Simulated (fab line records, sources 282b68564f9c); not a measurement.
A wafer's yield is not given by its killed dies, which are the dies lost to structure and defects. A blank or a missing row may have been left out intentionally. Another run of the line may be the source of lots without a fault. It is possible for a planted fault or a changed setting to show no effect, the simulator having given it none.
fab line records ; flow rit_cmos
record lots=14; wafers=42; last_day=6
route steps=202 shown NSD@139
lots untouched by any fault: they come from a run of this same line in which no faults occurred
start_h: start of the lot's first displayed wafer, in hours after the record's first day ; wait_h: time in hours since the lot's previous step ; " repeats the value in the row above ; L1.1+2: a single row standing in for several wafers ; - either no value or no given start ; * or withheld: withheld ; < > ~ a bound
route shown NAME@n: NAME is a module with steps in the file, n the number in the route of the first one ; usual: average and standard deviation across the fault-free wafers ; same: alike in all rows ; chamber/n: place in a boat ; sites: per-site readings ; _std_site: the standard deviation of these ; _edge_site: mean of outer sites minus mean of inner sites ; radius_mm: how far each site lies from the wafer's centre ; mask NAME#n: copy n ; behind: the last tool/chamber to shape the wafer ; hold: the reason the lot was held/the length of the hold in hours/how it ended ; device: names the non-switching transistor (n, p or np) ; end of line: the tests these same wafers got at the end of their route ; a step with no rows: only its recipe ; killed: dies lost to structure and defects at the first sort, not the wafer's yield ; map: dies across one wafer; x = killed, . = not, _ = none there
set.NAME: the run value of the setting; set.NAME@STEP: its run value at that earlier step ; model.NAME: the simulator's own value behind a step, which no gauge read
steps of the route over a sample of lots; a table a step, a row a wafer
services: a tool's chamber out of use, with start hour (start_h, from the record's first day; less than 0 if before it), hours out, and reason
## steps
# step RIT_NSD_IMPLANT_08
# recipe species=P; energy_kev=25; dose_cm2=1e+15; tilt_deg=7
# usual dose_ions_cm2=9.998e+14/1.2e+12; faraday_current_uA=3132/60
lot.wafer;tool;chamber;start_h;wait_h;dose_ions_cm2;faraday_current_uA
L766.1;implanter-01;0;46.98;0.1;9.991e+14;3164
L766.3;implanter-01;0;46.98;0.1;9.996e+14;3140
L766.5;implanter-01;0;46.98;0.1;9.985e+14;3183
L767.1;implanter-01;0;51.47;0.1;9.987e+14;3111
L767.2;implanter-01;0;51.47;0.1;9.989e+14;3116
L767.4;implanter-01;0;51.47;0.1;9.994e+14;3100
L768.3;implanter-01;0;58.45;0.1;1.0009e+15;3226
L768.5;implanter-01;0;58.45;0.1;9.999e+14;3090
L768.6;implanter-01;0;58.45;0.1;9.995e+14;3012
L769.3;implanter-03;0;62.78;0.1;9.991e+14;3037
L769.4;implanter-03;0;62.78;0.1;1.0006e+15;3218
L769.6;implanter-03;0;62.78;0.1;9.996e+14;3070
L770.1;implanter-02;0;69.43;0.1;1.0001e+15;3204
L770.2;implanter-02;0;69.43;0.1;1.0004e+15;3185
L770.3;implanter-02;0;69.43;0.1;1.0012e+15;3160
L771.3;implanter-01;0;74.02;0.1;9.983e+14;3141
L771.4;implanter-01;0;74.02;0.1;9.995e+14;3188
L771.5;implanter-01;0;74.02;0.1;9.998e+14;3115
L772.4;implanter-02;0;78.38;0.1;9.994e+14;3126
L772.5;implanter-02;0;78.38;0.1;9.992e+14;3175
L772.6;implanter-02;0;78.38;0.1;1.0005e+15;3090
L773.1;implanter-01;0;82.46;0.1;1.0002e+15;3204
L773.3;implanter-01;0;82.46;0.1;9.984e+14;3080
L773.6;implanter-01;0;82.46;0.1;9.986e+14;3154
L774.2;implanter-03;0;97.08;0.1;1.0014e+15;3170
L774.4;implanter-03;0;97.08;0.1;1.0019e+15;3080
L774.5;implanter-03;0;97.08;0.1;1.002e+15;3187
L776.4;implanter-03;0;103.42;0.1;9.987e+14;3087
L776.5;implanter-03;0;103.42;0.1;9.987e+14;3258
L776.6;implanter-03;0;103.42;0.1;1.0004e+15;3111
L779.2;implanter-01;0;121.88;0.1;9.997e+14;3188
L779.4;implanter-01;0;121.88;0.1;9.98e+14;3109
L779.5;implanter-01;0;121.88;0.1;9.996e+14;3113
L780.1;implanter-01;0;123.29;0.1;9.33e+14;3033
L780.2;implanter-01;0;123.29;0.1;9.327e+14;2888
L780.3;implanter-01;0;123.29;0.1;9.319e+14;2909
L781.2;implanter-03;0;127.13;0.1;1.0002e+15;3060
L781.3;implanter-03;0;127.13;0.1;9.996e+14;3049
L781.6;implanter-03;0;127.13;0.1;9.992e+14;3044
L784.2;implanter-01;0;138.37;0.1;9.333e+14;3002
L784.4;implanter-01;0;138.37;0.1;9.341e+14;2874
L784.6;implanter-01;0;138.37;0.1;9.324e+14;2851
# step RIT_SDANNEAL_RS_MEAS_05
# recipe thk_meas_gauge=four-point-probe
# usual NSD_RS=84.5/0.32
lot.wafer;tool;chamber;start_h;wait_h;NSD_RS[ohm/sq]
L766.1;film_metro-04;-;49.38;0.1;84.1
L766.3;film_metro-04;-;49.38;0.1;84.1
L766.5;film_metro-04;-;49.38;0.1;84.0
L767.1;film_metro-04;-;53.99;0.1;84.4
L767.2;film_metro-04;-;53.99;0.1;84.3
L767.4;film_metro-04;-;53.99;0.1;84.4
L768.3;film_metro-04;-;60.81;0.1;84.2
L768.5;film_metro-04;-;60.81;0.1;84.4
L768.6;film_metro-04;-;60.81;0.1;84.5
L769.3;film_metro-04;-;65.28;0.1;84.3
L769.4;film_metro-04;-;65.28;0.1;84.0
L769.6;film_metro-04;-;65.28;0.1;84.3
L770.1;film_metro-04;-;71.94;0.1;84.5
L770.2;film_metro-04;-;71.94;0.1;84.5
L770.3;film_metro-04;-;71.94;0.1;84.7
L771.3;film_metro-01;-;76.49;0.1;84.8
L771.4;film_metro-01;-;76.49;0.1;84.8
L771.5;film_metro-01;-;76.49;0.1;84.7
L772.4;film_metro-04;-;80.84;0.1;84.1
L772.5;film_metro-04;-;80.84;0.1;84.0
L772.6;film_metro-04;-;80.84;0.1;84.2
L773.1;film_metro-01;-;84.82;0.1;85.1
L773.3;film_metro-01;-;84.82;0.1;85.3
L773.6;film_metro-01;-;84.82;0.1;85.3
L774.2;film_metro-04;-;99.55;0.1;84.5
L774.4;film_metro-04;-;99.55;0.1;84.3
L774.5;film_metro-04;-;99.55;0.1;84.4
L776.4;film_metro-01;-;105.76;0.1;84.3
L776.5;film_metro-01;-;105.76;0.1;84.6
L776.6;film_metro-01;-;105.76;0.1;84.3
L779.2;film_metro-01;-;124.55;0.1;84.5
L779.4;film_metro-01;-;124.55;0.1;84.5
L779.5;film_metro-01;-;124.55;0.1;84.6
L780.1;film_metro-02;-;125.79;0.1;89.4
L780.2;film_metro-02;-;125.79;0.1;89.3
L780.3;film_metro-02;-;125.79;0.1;89.4
L781.2;film_metro-01;-;129.63;0.1;84.2
L781.3;film_metro-01;-;129.63;0.1;84.5
L781.6;film_metro-01;-;129.63;0.1;84.4
L784.2;film_metro-02;-;140.84;0.1;89.4
L784.4;film_metro-02;-;140.84;0.1;89.2
L784.6;film_metro-02;-;140.84;0.1;89.1
## services
tool;chamber;start_h;hours;kind
implanter-02;-;30.09;2.3;repair
implanter-03;-;32.62;2.5;repair
implanter-02;-;43.46;4.7;pm
implanter-03;-;116.40;1.4;repair
implanter-02;-;119.19;3.6;repair
implanter-03;-;137.17;4.1;pm
## key
first_sign step=RIT_NSD_IMPLANT_08; reading=dose_ions_cm2; direction=down; sigmas=58; usual=9.998e+14; struck=9.329e+14
effect step=RIT_NSD_IMPLANT_08; reading=faraday_current_uA; direction=down; sigmas=3.4; usual=3132; struck=2926
effect step=RIT_SDANNEAL_RS_MEAS_05; reading=NSD_RS; direction=up; sigmas=15; usual=84.5; struck=89.3
met_at RIT_NSD_IMPLANT_08
struck_lots L780,L784
tester_left_out L780,L784
onset_between 121.88 123.29
fault kind=process_parameter_drift; tool=implanter-01; chamber=-; onset_h=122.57; steps=RIT_NSD_IMPLANT_08; channel=dose_cm2; offset=-6.6826e+13; shape=step; end_h=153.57; acts_in=these_recipes_only; stated=1e+15
# tester_left_out: of these lots the tester's yield and bins aren't shown, on N5 and GAA mostly nor the transistor test; their killed dies are dies lost to structure and defects alone, not to doping, threshold or leakage, so they don't give the yield
